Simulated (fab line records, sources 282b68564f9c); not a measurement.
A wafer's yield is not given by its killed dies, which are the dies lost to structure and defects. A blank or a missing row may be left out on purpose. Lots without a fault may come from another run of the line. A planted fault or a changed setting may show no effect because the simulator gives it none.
fab line records	flow ritCmos
[record] lots = 14	wafers = 42	lastDay = 7
route steps=202 shown ACTIVE@1 SILICIDE@162 CONTACT@176
lots that met no fault: taken from a fault-free run of the same line
startH: hours from the record's opening day to when the first of the lot's shown wafers began	waitH: how many hours have passed since the lot's step before this one	" the same as in the row above	L1.1+2: one row covering several wafers at once	- value missing, or start not given	* or withheld: withheld	< > ~ a bound
route shown NAME@n: names a module that has steps shown in the file, with the first one's number in the route	usual: the fault-free wafers' mean and standard deviation	same: alike in all rows	chamber/n: place in a boat	sites: each site's reading	_std_site: the standard deviation of these	_edge_site: inner sites' mean taken away from outer sites' mean	radiusMm: how far each site lies from the wafer's centre	mask NAME#n: copy n	behind: the tool/chamber that last shaped the wafer	hold: why the lot went on hold/how many hours it stayed there/how the hold came to an end	device: whichever transistor did not switch (one of n, p or np)	end of line: tests run on the same wafers once the route is complete	where a step has no rows: the recipe by itself	killed: dies lost to structure and defects at the first sort, not the wafer's yield	map: shows each die of a wafer: x if killed, . if not, _ if none is there
set.NAME: the setting as run; set.NAME@STEP: as run at that earlier step	model.NAME: the simulator's own value behind a step, which no gauge read
steps of the route over a sample of lots; a table a step, a row a wafer
services: from which hour (startH, from the record's first day; less than 0 if before it) a tool's chamber was out of use, for how many hours, and why
[[steps]]
[step RIT_ACTIVE_BOW_MEAS_00]
[recipe] mode = bow
[usual] INCOMING_BOW = 0/6
lot.wafer	tool	chamber	startH	waitH	INCOMING_BOW[um]
L863.1	filmMetro-03	-	25.00	-	7
L863.2	"	-	"	"	8
L863.3	"	-	"	"	6
L864.2	filmMetro-01	-	30.02	-	3
L864.3	"	-	"	"	-3
L864.6	"	-	"	"	-4
L867.3	filmMetro-01	-	45.04	-	0
L867.4	"	-	"	"	5
L867.6	"	-	"	"	1
L870.2	filmMetro-04	-	60.02	-	-4
L870.3	"	-	"	"	-5
L870.4	"	-	"	"	6
L872.2	filmMetro-01	-	70.02	-	5
L872.4	"	-	"	"	-6
L872.6	"	-	"	"	-3
L873.2	filmMetro-04	-	75.02	-	-3
L873.3	"	-	"	"	-5
L873.6	"	-	"	"	7
L874.2	filmMetro-04	-	80.02	-	6
L874.3	"	-	"	"	-1
L874.5	"	-	"	"	0
L875.3	filmMetro-01	-	85.04	-	2
L875.4	"	-	"	"	-2
L875.6	"	-	"	"	-5
L878.1	filmMetro-01	-	100.00	-	2
L878.2	"	-	"	"	8
L878.6	"	-	"	"	-16
L879.1	filmMetro-03	-	105.00	-	4
L879.3	"	-	"	"	4
L879.6	"	-	"	"	2
L880.2	filmMetro-01	-	110.02	-	10
L880.4	"	-	"	"	7
L880.6	"	-	"	"	0
L881.3	filmMetro-01	-	115.04	-	-9
L881.4	"	-	"	"	9
L881.5	"	-	"	"	2
L882.1	filmMetro-03	-	120.00	-	-8
L882.4	"	-	"	"	9
L882.6	"	-	"	"	-4
L883.1	filmMetro-03	-	125.00	-	-2
L883.2	"	-	"	"	-2
L883.6	"	-	"	"	6
[step RIT_SILICIDE_SPUTTER_01]
[recipe] material = Ti	targetThkNm = 30	powerW = 350	chamberPressurePa = 0.667	gas = Ar	timeS = 240	substrateTempC = 25
[usual] chamberPressurePa = 0.6669/0.0014	throttleValvePct = 29.6/1
lot.wafer	tool	chamber	startH	waitH	chamberPressurePa	throttleValvePct
L863.1	pvdSputter-03	-	73.95	0.0	0.6669	28.8
L863.2	"	-	"	"	0.6684	30.2
L863.3	"	-	"	"	0.6647	30.7
L864.2	pvdSputter-03	-	78.49	0.0	0.6658	28.4
L864.3	"	-	"	"	0.6654	30.9
L864.6	"	-	"	"	0.6674	28.4
L867.3	pvdSputter-04	-	91.76	0.0	0.6671	29.8
L867.4	"	-	"	"	0.6677	30.7
L867.6	"	-	"	"	0.6675	29.7
L870.2	pvdSputter-04	-	104.81	0.0	0.6687	30.9
L870.3	"	-	"	"	0.6652	29.3
L870.4	"	-	"	"	0.6673	28.4
L872.2	pvdSputter-02	-	115.71	0.0	0.6650	29.9
L872.4	"	-	"	"	0.6665	30.7
L872.6	"	-	"	"	0.6657	30.3
L873.2	pvdSputter-03	-	120.41	0.0	0.6663	28.5
L873.3	"	-	"	"	0.6695	30.0
L873.6	"	-	"	"	0.6666	30.9
L874.2	pvdSputter-02	-	125.93	0.0	0.6680	30.7
L874.3	"	-	"	"	0.6668	30.2
L874.5	"	-	"	"	0.6674	29.2
L875.3	pvdSputter-03	-	132.22	0.0	0.6662	31.1
L875.4	"	-	"	"	0.6678	28.2
L875.6	"	-	"	"	0.6653	28.2
L878.1	pvdSputter-03	-	146.30	0.0	0.6670	30.1
L878.2	"	-	"	"	0.6657	28.6
L878.6	"	-	"	"	0.6685	28.6
L879.1	pvdSputter-02	-	150.37	0.0	0.6667	29.1
L879.3	"	-	"	"	0.6664	31.0
L879.6	"	-	"	"	0.6670	29.9
L880.2	pvdSputter-03	-	154.38	0.0	0.6680	30.0
L880.4	"	-	"	"	0.6647	28.6
L880.6	"	-	"	"	0.6667	28.2
L881.3	pvdSputter-02	-	160.18	0.0	0.6671	31.0
L881.4	"	-	"	"	0.6661	30.1
L881.5	"	-	"	"	0.6678	30.8
L882.1	pvdSputter-03	-	165.71	0.0	0.6684	28.4
L882.4	"	-	"	"	0.6675	28.6
L882.6	"	-	"	"	0.6675	28.5
L883.1	pvdSputter-02	-	170.49	0.0	0.6687	29.4
L883.2	"	-	"	"	0.6674	30.2
L883.6	"	-	"	"	0.6666	29.6
[step RIT_SILICIDE_RS_MEAS_02]
[recipe] thkMeasGauge = four-point-probe	reads = Ti_of_SILICIDE_SPUTTER_01
[usual] SILICIDE_TI_RS = 47.7/0.71
lot.wafer	tool	chamber	startH	waitH	SILICIDE_TI_RS[ohm/sq]
L863.1	filmMetro-03	-	74.10	0.1	46.7
L863.2	"	-	"	"	47.1
L863.3	"	-	"	"	47.5
L864.2	filmMetro-03	-	78.66	0.1	48.1
L864.3	"	-	"	"	48.4
L864.6	"	-	"	"	48.5
L867.3	filmMetro-02	-	91.95	0.1	29.9
L867.4	"	-	"	"	29.9
L867.6	"	-	"	"	29.6
L870.2	filmMetro-02	-	104.98	0.1	30.2
L870.3	"	-	"	"	30.1
L870.4	"	-	"	"	30.2
L872.2	filmMetro-02	-	115.90	0.1	47.5
L872.4	"	-	"	"	47.9
L872.6	"	-	"	"	48.0
L873.2	filmMetro-01	-	120.58	0.1	47.8
L873.3	"	-	"	"	48.0
L873.6	"	-	"	"	48.5
L874.2	filmMetro-01	-	126.12	0.1	47.7
L874.3	"	-	"	"	47.4
L874.5	"	-	"	"	47.1
L875.3	filmMetro-01	-	132.41	0.1	47.3
L875.4	"	-	"	"	47.3
L875.6	"	-	"	"	47.5
L878.1	filmMetro-02	-	146.45	0.1	47.0
L878.2	"	-	"	"	46.8
L878.6	"	-	"	"	46.9
L879.1	filmMetro-02	-	150.53	0.1	47.6
L879.3	"	-	"	"	48.7
L879.6	"	-	"	"	47.5
L880.2	filmMetro-02	-	154.55	0.1	47.9
L880.4	"	-	"	"	47.3
L880.6	"	-	"	"	48.4
L881.3	filmMetro-03	-	160.39	0.1	48.1
L881.4	"	-	"	"	47.8
L881.5	"	-	"	"	48.7
L882.1	filmMetro-02	-	165.86	0.1	48.3
L882.4	"	-	"	"	47.4
L882.6	"	-	"	"	48.0
L883.1	filmMetro-02	-	170.66	0.1	46.7
L883.2	"	-	"	"	47.2
L883.6	"	-	"	"	47.1
[step RIT_SILICIDE_THK_MEAS_03]
[recipe] thkMeasGauge = xrf	reads = Ti_of_SILICIDE_SPUTTER_01
[usual] SILICIDE_TI_THK = 30.3/0.37
lot.wafer	tool	chamber	startH	waitH	SILICIDE_TI_THK[nm]
L863.1	filmMetro-03	-	74.22	0.1	30.8
L863.2	"	-	"	"	30.7
L863.3	"	-	"	"	30.4
L864.2	filmMetro-03	-	78.77	0.1	30.1
L864.3	"	-	"	"	29.9
L864.6	"	-	"	"	29.9
L867.3	filmMetro-02	-	92.05	0.1	44.2
L867.4	"	-	"	"	44.2
L867.6	"	-	"	"	44.4
L870.2	filmMetro-02	-	105.09	0.1	43.8
L870.3	"	-	"	"	44.1
L870.4	"	-	"	"	44.0
L872.2	filmMetro-02	-	116.01	0.1	30.4
L872.4	"	-	"	"	30.1
L872.6	"	-	"	"	30.2
L873.2	filmMetro-01	-	120.69	0.1	30.3
L873.3	"	-	"	"	30.1
L873.6	"	-	"	"	30.1
L874.2	filmMetro-01	-	126.23	0.1	30.4
L874.3	"	-	"	"	30.8
L874.5	"	-	"	"	30.9
L875.3	filmMetro-01	-	132.51	0.1	30.5
L875.4	"	-	"	"	30.6
L875.6	"	-	"	"	30.6
L878.1	filmMetro-02	-	146.57	0.1	30.5
L878.2	"	-	"	"	30.9
L878.6	"	-	"	"	30.8
L879.1	filmMetro-02	-	150.65	0.1	30.4
L879.3	"	-	"	"	29.8
L879.6	"	-	"	"	30.4
L880.2	filmMetro-02	-	154.66	0.1	30.3
L880.4	"	-	"	"	30.4
L880.6	"	-	"	"	30.1
L881.3	filmMetro-03	-	160.49	0.1	30.0
L881.4	"	-	"	"	30.3
L881.5	"	-	"	"	29.8
L882.1	filmMetro-02	-	165.98	0.1	30.1
L882.4	"	-	"	"	30.5
L882.6	"	-	"	"	30.2
L883.1	filmMetro-02	-	170.78	0.1	30.8
L883.2	"	-	"	"	30.7
L883.6	"	-	"	"	30.5
[step RIT_SILICIDE_RTA_06]
[recipe] tempC = 750	timeS = 10	idleTempC = 25	rampUpS = 5	rampDownS = 10	coolToC = 25	ambient = N2
[usual] wafer_temp_C_max = 753.5/0.79
lot.wafer	tool	chamber	startH	waitH	wafer_temp_C_max
L863.1	rtpAnneal-02	0	74.39	0.0	754.4
L863.2	"	0	"	"	753.5
L863.3	"	0	"	"	753.9
L864.2	rtpAnneal-01	0	78.94	0.0	752.4
L864.3	"	0	"	"	754.1
L864.6	"	0	"	"	752.2
L867.3	rtpAnneal-02	0	92.23	0.0	754.1
L867.4	"	0	"	"	753.4
L867.6	"	0	"	"	755.2
L870.2	rtpAnneal-02	0	105.30	0.0	755.2
L870.3	"	0	"	"	753.7
L870.4	"	0	"	"	754.4
L872.2	rtpAnneal-01	0	116.19	0.0	752.6
L872.4	"	0	"	"	752.8
L872.6	"	0	"	"	755.4
L873.2	rtpAnneal-02	0	120.88	0.0	753.6
L873.3	"	0	"	"	753.5
L873.6	"	0	"	"	754.9
L874.2	rtpAnneal-01	0	126.40	0.0	753.0
L874.3	"	0	"	"	752.5
L874.5	"	0	"	"	753.7
L875.3	rtpAnneal-02	0	132.68	0.0	752.7
L875.4	"	0	"	"	755.7
L875.6	"	0	"	"	753.4
L878.1	rtpAnneal-01	0	146.74	0.0	753.6
L878.2	"	0	"	"	753.4
L878.6	"	0	"	"	754.5
L879.1	rtpAnneal-02	0	150.83	0.0	754.7
L879.3	"	0	"	"	753.5
L879.6	"	0	"	"	753.6
L880.2	rtpAnneal-01	0	154.83	0.0	753.1
L880.4	"	0	"	"	752.1
L880.6	"	0	"	"	752.8
L881.3	rtpAnneal-02	0	160.66	0.0	753.5
L881.4	"	0	"	"	752.7
L881.5	"	0	"	"	752.8
L882.1	rtpAnneal-01	0	166.15	0.0	753.5
L882.4	"	0	"	"	753.9
L882.6	"	0	"	"	753.5
L883.1	rtpAnneal-02	0	170.95	0.0	753.8
L883.2	"	0	"	"	753.2
L883.6	"	0	"	"	753.1
[step RIT_CONTACT_CD_MEAS_08]
[recipe] targetCdNm = 1000
[usual] cdNm = 999.5/1.8
lot.wafer	tool	chamber	startH	waitH	cdNm
L863.1	cdSem-01	-	75.66	-	996.8
L863.2	"	-	"	"	999.1
L863.3	"	-	"	"	997.2
L864.2	cdSem-02	-	80.22	-	999.4
L864.3	"	-	"	"	1001.4
L864.6	"	-	"	"	1001.4
L867.3	cdSem-01	-	93.39	-	999.1
L867.4	"	-	"	"	997.4
L867.6	"	-	"	"	998.9
L870.2	cdSem-01	-	106.58	-	999.1
L870.3	"	-	"	"	998.8
L870.4	"	-	"	"	998.9
L872.2	cdSem-01	-	117.34	-	998.4
L872.4	"	-	"	"	996.4
L872.6	"	-	"	"	997.6
L873.2	cdSem-01	-	122.15	-	1001.1
L873.3	"	-	"	"	999.6
L873.6	"	-	"	"	1002.0
L874.2	cdSem-01	-	127.67	-	998.8
L874.3	"	-	"	"	998.3
L874.5	"	-	"	"	999.0
L875.3	cdSem-01	-	133.97	-	998.4
L875.4	"	-	"	"	998.4
L875.6	"	-	"	"	999.9
L878.1	cdSem-02	-	147.91	-	1001.1
L878.2	"	-	"	"	998.8
L878.6	"	-	"	"	1000.9
L879.1	cdSem-02	-	152.15	-	1002.3
L879.3	"	-	"	"	1000.6
L879.6	"	-	"	"	1001.6
L880.2	cdSem-02	-	155.98	-	999.5
L880.4	"	-	"	"	1002.3
L880.6	"	-	"	"	999.7
L881.3	cdSem-02	-	161.97	-	998.9
L881.4	"	-	"	"	1000.9
L881.5	"	-	"	"	999.8
L882.1	cdSem-02	-	167.48	-	1002.7
L882.4	"	-	"	"	1001.1
L882.6	"	-	"	"	1001.3
L883.1	cdSem-02	-	172.40	-	994.5
L883.2	"	-	"	"	997.6
L883.6	"	-	"	"	998.8
[[services]]
tool	chamber	startH	hours	kind
pvdSputter-02	-	74.09	4.8	repair
pvdSputter-03	-	114.24	2.6	repair
pvdSputter-03	-	155.27	2.1	repair
[[key]]
[firstSign] step = RIT_SILICIDE_RS_MEAS_02	reading = SILICIDE_TI_RS	direction = down	sigmas = 25	usual = 47.7	struck = 30.0
[effect] step = RIT_SILICIDE_THK_MEAS_03	reading = SILICIDE_TI_THK	direction = up	sigmas = 38	usual = 30.3	struck = 44.1
metAt RIT_SILICIDE_SPUTTER_01
struckLots L867,L870
testerLeftOut L867,L870
notActingAt RIT_ACTIVE_BOW_MEAS_00,RIT_SILICIDE_RTA_06,RIT_CONTACT_CD_MEAS_08
[fault] kind = processParameterDrift	tool = pvdSputter-04	chamber = -	onsetH = 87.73	steps = RIT_SILICIDE_SPUTTER_01	channel = targetThkNm	offset = 13.5	shape = step	endH = 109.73	actsIn = theseRecipesOnly	stated = 30
// testerLeftOut: of these lots the tester's yield and bins aren't shown, on N5 and GAA mostly nor the transistor test; their killed dies are dies lost to structure and defects alone, not to doping, threshold or leakage, so they don't give the yield
